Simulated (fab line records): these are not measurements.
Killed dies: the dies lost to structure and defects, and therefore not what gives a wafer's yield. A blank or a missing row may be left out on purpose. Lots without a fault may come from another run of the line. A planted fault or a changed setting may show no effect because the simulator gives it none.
The same fault as seen by 2 desks + flow berkeley cmos170 + numbers are kept per desk, each desk with only its own; the story behind them comes last

== THE TOOL OWNER'S DESK: rie si-02 ==
The tool's own readings at UCB170_GATE_ETCH_15 (etches poly-Si in HBr/Cl2, stops on SiO2, time 56.3 s, target depth 278.2 nm): means of the sampled wafers that have a number, for each lot that ran on this tool. A lot is out of limits, marked OUT, if its mean lies more than 4 standard deviations from the usual mean; the brackets give that distance.
Columns: A = drypump motor current A at UCB170_GATE_ETCH_15, usual 5.8 A; B = oes product au at UCB170_GATE_ETCH_15, usual 0.839 a.u.; C = run length s at UCB170_GATE_ETCH_15, usual 84.7 s; D = throttle valve pct at UCB170_GATE_ETCH_15, usual 26.56 %
| lot  | first seen here | A   | B               | C              | D     |
|------|-----------------|-----|-----------------|----------------|-------|
| L641 | day 8 07:33     | 5.7 | 0.833           | 84.7           | 26.73 |
| L653 | day 10 22:31    | 6.0 | 0.982 (+13) OUT | 75.9 (-21) OUT | 26.62 |
| L655 | day 11 09:04    | 6.3 | 1.005 (+15) OUT | 75.4 (-22) OUT | 26.63 |
| L651 | day 11 09:20    | 6.2 | 0.989 (+14) OUT | 76.0 (-21) OUT | 26.57 |
This desk's finding: out of limits on L651, L653, L655; first on L653, day 10 22:31 (oes product au at UCB170_GATE_ETCH_15). In limits: L641.

== FROM THE METROLOGY DESK ==
Lot by lot, what the gauges showed, no matter which tool ran the lot: averages of those sampled wafers that carry a number. A lot is out of limits, marked OUT, if its mean lies more than 4 standard deviations from the usual mean; the brackets give that distance.
Columns: A = GATE_POLY_THK at UCB170_GATE_THK_MEAS_05, usual 215.4 nm; B = cd nm at UCB170_GATE_CD_MEAS_12, usual 349.6 nm; C = GATE_OVL at UCB170_GATE_OVL_MEAS_13, usual 1 nm
| lot  | first seen here | A     | B     | C  |
|------|-----------------|-------|-------|----|
| L641 | day 8 05:50     | 213.0 | 349.7 | 5  |
| L648 | day 10 02:41    | 215.5 | 348.3 | 0  |
| L653 | day 10 21:04    | 216.8 | 348.7 | 2  |
| L655 | day 11 07:34    | 215.7 | 353.6 | -2 |
| L654 | day 11 07:35    | 213.9 | 349.5 | 1  |
| L651 | day 11 07:38    | 214.3 | 349.1 | -8 |
| L657 | day 11 23:27    | 216.5 | 348.1 | 7  |
Result from this desk: across the 7 lots, nothing is out of limits.

== ALL TOGETHER ==
At day 10 22:31, on L651, L653, L655, the tool owner's desk was in a position to raise an alarm.
Nothing out of limits was seen by the metrology desk.
The metrology desk has L651, L653, L655 on record, within its limits.
UCB170_GATE_ETCH_15 was run on rie si-02 by each of the lots named.

== WHAT THE SIMULATOR HAD PUT IN ==
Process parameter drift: rie si-02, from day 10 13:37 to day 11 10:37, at UCB170_GATE_ETCH_15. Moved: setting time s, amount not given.
Struck lots among those shown: L651, L653, L655.
Each desk's first reading out of limits, in hours after the fault started: the tool owner's desk, 9.
